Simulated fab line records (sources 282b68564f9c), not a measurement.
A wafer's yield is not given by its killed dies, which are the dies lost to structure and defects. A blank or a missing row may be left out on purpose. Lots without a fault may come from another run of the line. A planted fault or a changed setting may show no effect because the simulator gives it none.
Which tool was responsible? -- flow rit-cmos -- 14 lots with 42 wafers sampled at 2 steps, on a route of 202 steps

## WHAT THE GAUGES SHOWED, per wafer
RIT_ACTIVE_THK_MEAS_02.
lot,measured,on,ACTIVE_OXIDE_THK (nm)
L500,day 1 18:34,film-metro-03,45.7 45.5 46.2
L501,day 1 22:41,film-metro-02,47.8 47.6 48.0
L503,day 2 09:03,film-metro-03,45.5 45.5 46.3
L504,day 2 13:03,film-metro-02,46.3 46.2 45.5
L507,day 3 04:16,film-metro-02,49.3 48.7 49.4
L511,day 4 01:02,film-metro-02,51.8 50.7 51.6
L514,day 4 15:29,film-metro-01,47.4 46.8 47.7
L515,day 4 20:14,film-metro-01,47.8 47.4 47.4
L516,day 5 01:48,film-metro-01,46.5 46.5 46.6
L517,day 5 06:07,film-metro-03,47.4 46.4 46.6
L518,day 5 12:58,film-metro-02,45.8 47.3 46.7
L520,day 5 21:56,film-metro-01,47.2 46.8 46.5
L521,day 6 02:03,film-metro-01,47.0 47.0 47.6
L522,day 6 07:50,film-metro-03,46.0 46.3 45.9

## TOOL THAT RAN EACH LOT (tool first, then ch and the chambers of the sampled wafers, then the start)
lot,RIT_ACTIVE_OXIDATION_01
L500,"furnace-03 ch 0, day 1 16:37"
L501,"furnace-01 ch 0, day 1 20:45"
L503,"furnace-04 ch 0, day 2 07:06"
L504,"furnace-04 ch 0, day 2 11:07"
L507,"furnace-04 ch 0, day 3 02:19"
L511,"furnace-04 ch 0, day 3 23:06"
L514,"furnace-03 ch 0, day 4 13:32"
L515,"furnace-01 ch 0, day 4 18:17"
L516,"furnace-01 ch 0, day 4 23:50"
L517,"furnace-01 ch 0, day 5 04:10"
L518,"furnace-01 ch 0, day 5 11:02"
L520,"furnace-01 ch 0, day 5 20:00"
L521,"furnace-01 ch 0, day 6 00:07"
L522,"furnace-03 ch 0, day 6 05:53"
- RIT_ACTIVE_OXIDATION_01: target thk 46.8 nm, ox time 3360 s.

## AS READ BY THE TOOLS THEMSELVES (means over the sampled wafers that have a number; for cases with no such wafer, the mark the record gives instead)
The record holds no such reading with a usual standard deviation.

## THE ANSWER, worked out from the rows above alone
Rule: the usual values come from the lots themselves. The widest of any qualifying gaps counts: lots, ordered by their means at a reading, are off when they make up no more than a third of the lots, leave a main group of 4 or more, and stand apart from it by 3 or more times the standard deviation of that group's means. Not used: any main group whose means are identical at the precision the tables above print for the reading. A lot without any number at a reading at which 4 lots or more have one is off too. The other lots that the step has rows for count as sound. The gauges are gone through in route order, then the tools' own readings, and for those a lot's mean is taken as printed above. The first step at which some lot is off is used, and at that step the reading that is off furthest; a lot without a number counts as furthest.
None of the lots is off at any reading shown; this tells nothing.

## WHAT THE SIMULATOR PUT IN
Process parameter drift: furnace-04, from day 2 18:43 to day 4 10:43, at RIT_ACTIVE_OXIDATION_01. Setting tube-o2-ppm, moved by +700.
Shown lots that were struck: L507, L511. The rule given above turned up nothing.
